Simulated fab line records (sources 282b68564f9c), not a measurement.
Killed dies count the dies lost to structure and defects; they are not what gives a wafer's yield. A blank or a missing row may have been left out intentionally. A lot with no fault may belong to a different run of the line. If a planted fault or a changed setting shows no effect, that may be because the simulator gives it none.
Comparing a struck lot with a sound one -- flow ritCmos -- 44 out of 202 route steps
Sound: the wafers L888.2, L888.5, L888.6. Wafers struck: L892.2, L892.3, L892.6. The cause comes at the end.
Order at every step that has rows: each side's tool, ch and its chambers, its first start. Under that, the readings that differ: sound wafers -- struck wafers -- difference of the means -- sigmas: that difference in standard deviations of wafers without a fault.
alike: readings whose means differ by less than 2 such deviations, and words and numbers that are the same on both sides. not compared: withheld readings, readings that some wafer has no value for, bounds like >300 that may hide the same value, and numbers for which the record gives no deviation and whose values overlap.
Wherever a step has rows on one side only, a row that says differs or no value, or a row with sigmas, the two part there. When numbers do not overlap yet have no deviation, they are printed without sigmas and do not part them. A reading that every wafer of one side lacks parts them only if that side has two wafers or more.

first, 3 steps without rows for these wafers: RIT_REOX_CLEAN_01 (cleans in dHF, time 30 s); RIT_REOX_CLEAN_02 (cleans in SC2, time 600 s); RIT_REOX_OXIDATION_03 (target thk 25.2 nm, ox time 5580 s).
RIT_REOX_THK_MEAS_04:
  sound on filmMetro-02 at day 2 18:38; struck on filmMetro-02 at day 3 15:17
  alike: REOX_OXIDE_THK
then, 6 steps without rows for these wafers: RIT_NLDD_HMDS_00 (prime time 60 s); RIT_NLDD_COAT_01 (resist thk 1000 nm); RIT_NLDD_SOFTBAKE_02 (time 60 s); RIT_NLDD_EXPOSE_03 (exposes mask M7, target cd 40700 nm); RIT_NLDD_PEB_04; RIT_NLDD_DEVELOP_05 (develop time 50 s).
RIT_NLDD_OVL_MEAS_06:
  sound on overlay-02 at day 2 19:37; struck on overlay-02 at day 3 16:12
  alike: NLDD_OVL
then, 1 step without rows for these wafers: RIT_NLDD_HARDBAKE_07 (time 60 s).
RIT_NLDD_IMPLANT_08:
  sound on implanter-01 ch 0, day 2 20:04; struck on implanter-01 ch 0, day 3 16:43
RIT_NLDD_STRIP_09: strips in O2, time 180 s.
  sound on plasmaAsher-03 ch 0,1, day 2 20:11; struck on plasmaAsher-03 ch 0,1, day 3 16:50
  alike: drypumpMotorCurrentA
  not compared: rfHoursCounterH
RIT_NLDD_TW_MEAS_10:
  sound on filmMetro-04 at day 2 20:22; struck on filmMetro-03 at day 3 17:10
reading,sound,struck,difference,sigmas
NLDD_TW,2518 2510 2508,2951 2937 2949,+434,+22
then, 6 steps without rows for these wafers: RIT_PLDD_HMDS_00 (prime time 60 s); RIT_PLDD_COAT_01 (resist thk 1000 nm); RIT_PLDD_SOFTBAKE_02 (time 60 s); RIT_PLDD_EXPOSE_03 (exposes mask M8, target cd 40900 nm); RIT_PLDD_PEB_04; RIT_PLDD_DEVELOP_05 (develop time 50 s).
RIT_PLDD_OVL_MEAS_06:
  sound on overlay-01 at day 2 21:16; struck on overlay-01 at day 3 18:05
  alike: PLDD_OVL
then, 2 steps without rows for these wafers: RIT_PLDD_HARDBAKE_07 (time 60 s); RIT_PLDD_IMPLANT_08.
RIT_PLDD_STRIP_09: strips in O2, time 180 s.
  sound on plasmaAsher-01 ch 0,1, day 2 21:36; struck on plasmaAsher-03 ch 0,1, day 3 18:25
  alike: drypumpMotorCurrentA
  not compared: rfHoursCounterH
RIT_PLDD_TW_MEAS_10:
  sound on filmMetro-01 at day 2 21:47; struck on filmMetro-01 at day 3 18:36
  alike: PLDD_TW
then, 4 steps without rows for these wafers: RIT_SPACER_CLEAN_00 (cleans in SC1, time 600 s); RIT_SPACER_CLEAN_01 (cleans in dHF, time 30 s); RIT_SPACER_CLEAN_02 (cleans in SC2, time 600 s); RIT_SPACER_CVD_03 (deposits Si3N4 from SiH2Cl2/NH3, target thk 250 nm, time 3300 s).
RIT_SPACER_THK_MEAS_04:
  sound on filmMetro-03 at day 3 00:08; struck on filmMetro-02 at day 3 20:56
  alike: SPACER_NITRIDE_THK
RIT_SPACER_ETCHBACK_05: etches Si3N4 in SF6/CHF3, stops on SiO2, target depth 250 nm, time 240 s.
  sound on rieDiel-01 ch 0,3, day 3 00:11; struck on rieDiel-04 ch 1,3, day 3 20:59
  alike: SF6_flow_sccm, drypumpMotorCurrentA, oesProductAu, throttleValvePct
  not compared: rfHoursCounterH
then, 6 steps without rows for these wafers: RIT_NSD_HMDS_00 (prime time 60 s); RIT_NSD_COAT_01 (resist thk 1000 nm); RIT_NSD_SOFTBAKE_02 (time 60 s); RIT_NSD_EXPOSE_03 (exposes mask M9, target cd 40700 nm); RIT_NSD_PEB_04; RIT_NSD_DEVELOP_05 (develop time 50 s).
RIT_NSD_OVL_MEAS_06:
  sound on overlay-01 at day 3 01:28; struck on overlay-02 at day 3 21:59
reading,sound,struck,difference,sigmas
NSD_OVL (nm),1.2 -0.3 -0.4,-1.3 -2.7 -4.0,-2.8,-2
then, 2 steps without rows for these wafers: RIT_NSD_HARDBAKE_07 (time 60 s); RIT_NSD_IMPLANT_08.
RIT_NSD_STRIP_09: strips in O2, time 180 s.
  sound on plasmaAsher-01 ch 0,1, day 3 01:47; struck on plasmaAsher-02 ch 0,1, day 3 22:19
  alike: drypumpMotorCurrentA
  not compared: rfHoursCounterH
RIT_SDANNEAL_RS_MEAS_07: a four-point-probe measurement.
  sound on filmMetro-03 at day 3 04:24; struck on filmMetro-03 at day 4 01:11
reading,sound,struck,difference,sigmas
NLDD_RS (ohm/sq),151.6 151.6 151.6,86.6 87.2 86.7,-64.8,-99 or more
RIT_M1_PROBE_99:
  sound on prober-01 at day 3 11:19; struck on prober-01 at day 4 08:27
  alike: killedAtFrontEnd, killedDies, killedOnRim, killedOpen, killedShort

WHERE THEY PART
Last at RIT_SDANNEAL_RS_MEAS_07 as far as this record goes, first at RIT_NLDD_TW_MEAS_10. Later steps at which nothing parts them and some readings are alike: RIT_M1_PROBE_99.

WHY: whatever the simulator had introduced
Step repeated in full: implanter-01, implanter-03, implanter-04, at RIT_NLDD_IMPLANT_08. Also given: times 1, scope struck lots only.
